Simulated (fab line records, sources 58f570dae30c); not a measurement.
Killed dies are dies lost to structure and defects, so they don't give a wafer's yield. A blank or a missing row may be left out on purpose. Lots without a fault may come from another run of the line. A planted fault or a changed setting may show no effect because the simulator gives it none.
Problem report in the 8D (eight disciplines) form, filled by code | flow berkeley_cmos170 | the parts of the form that need people (team, actions taken, sign-off) are left out

1. THE PROBLEM
NLDD_RS at UCB170_SDANNEAL_RS_MEAS_05 reads a mean of 643.1 ohm/sq on 6 wafers of 2 lots; wafers without a fault read 616.9 ohm/sq with a standard deviation of 1.3. That is +20 standard deviations from the usual mean.
The step: measures by four-point-probe.
First seen on wafer L445.2, day 11 16:38, on film_metro-04. The record holds 42 wafers of 14 lots with a number at this step. Rule for "out", or "out of limits": more than 4 standard deviations from the usual mean. The other wafers with a number count as sound.

2. WHAT IT IS AND WHAT IT IS NOT
question                    | is                           | is not
which readings at this step | NLDD_RS                      | -
which lots                  | L445, L447                   | L431, L432, L433, L434, L435, L436, L439, L441, L442, L443, L444, L448
which wafers of those lots  | all that have a number       | -
read on which gauges        | film_metro-02, film_metro-04 | film_metro-03
when                        | from day 11 16:38            | up to then (33 sound wafers); but 3 sound wafers of L448 came after

3. SUSPECTS, AND WHAT RULES EACH OUT
Counting: a tool at a process step up to the reading stays a suspect if it ran every lot that is out and no sound lot after the first of them.
- the gauge at UCB170_SDANNEAL_RS_MEAS_05: ruled out. The wafers that are out were read on 2 gauges (film_metro-02, film_metro-04).
- implanter-01 at UCB170_NLDD_IMPLANT_09: kept. It ran every lot that is out, first L445 (day 11 04:55), and no sound lot after that; its last sound lot up to then is L443 (day 10 22:00). Its own readings are out on those wafers: dose_ions_cm2, faraday_current_uA.
Left after counting: implanter-01 at UCB170_NLDD_IMPLANT_09.

4. THE CAUSE (what the simulator had put in)
Process parameter drift: implanter-01, from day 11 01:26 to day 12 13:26, at UCB170_NLDD_IMPLANT_09. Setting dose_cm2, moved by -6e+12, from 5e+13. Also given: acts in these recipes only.
Counting left only this tool.

5. THE CHAIN OF EFFECTS, in route order
Each row: a reading whose mean over the struck wafers that have a number lies more than 3 standard deviations from the usual. Only readings for which the record gives a usual standard deviation are gone through. hours: the time from each lot's start at the first step in this table that gives one to its start at this step, as a median over the lots. sigmas: the change in usual standard deviations.
hours | step                       | reading            | usual        | on struck wafers | change | sigmas
0     | UCB170_NLDD_IMPLANT_09     | dose_ions_cm2      | 5e+13        | 4e+13            | -6e+12 | -99 or more
0     | UCB170_NLDD_IMPLANT_09     | faraday_current_uA | 159          | 140              | -19    | -6.3
13    | UCB170_SDANNEAL_RS_MEAS_05 | NLDD_RS            | 616.9 ohm/sq | 643.1            | +26.2  | +20
The process steps in it:
- UCB170_NLDD_IMPLANT_09

6. WHAT WOULD HAVE CAUGHT IT SOONER
In this record the first reading out of limits at a measuring or inspecting step was taken at day 11 16:38, 15 hours after the fault began at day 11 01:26.
The tool's own readings at UCB170_NLDD_IMPLANT_09 were out on every struck wafer that the step has a row for (dose_ions_cm2, faraday_current_uA): an alarm limit on them would have fired on the first of those.
All the lots that are out (2) had begun UCB170_NLDD_IMPLANT_09 on implanter-01 by day 11 16:38. A hold on the tool at that time would have spared none of them.
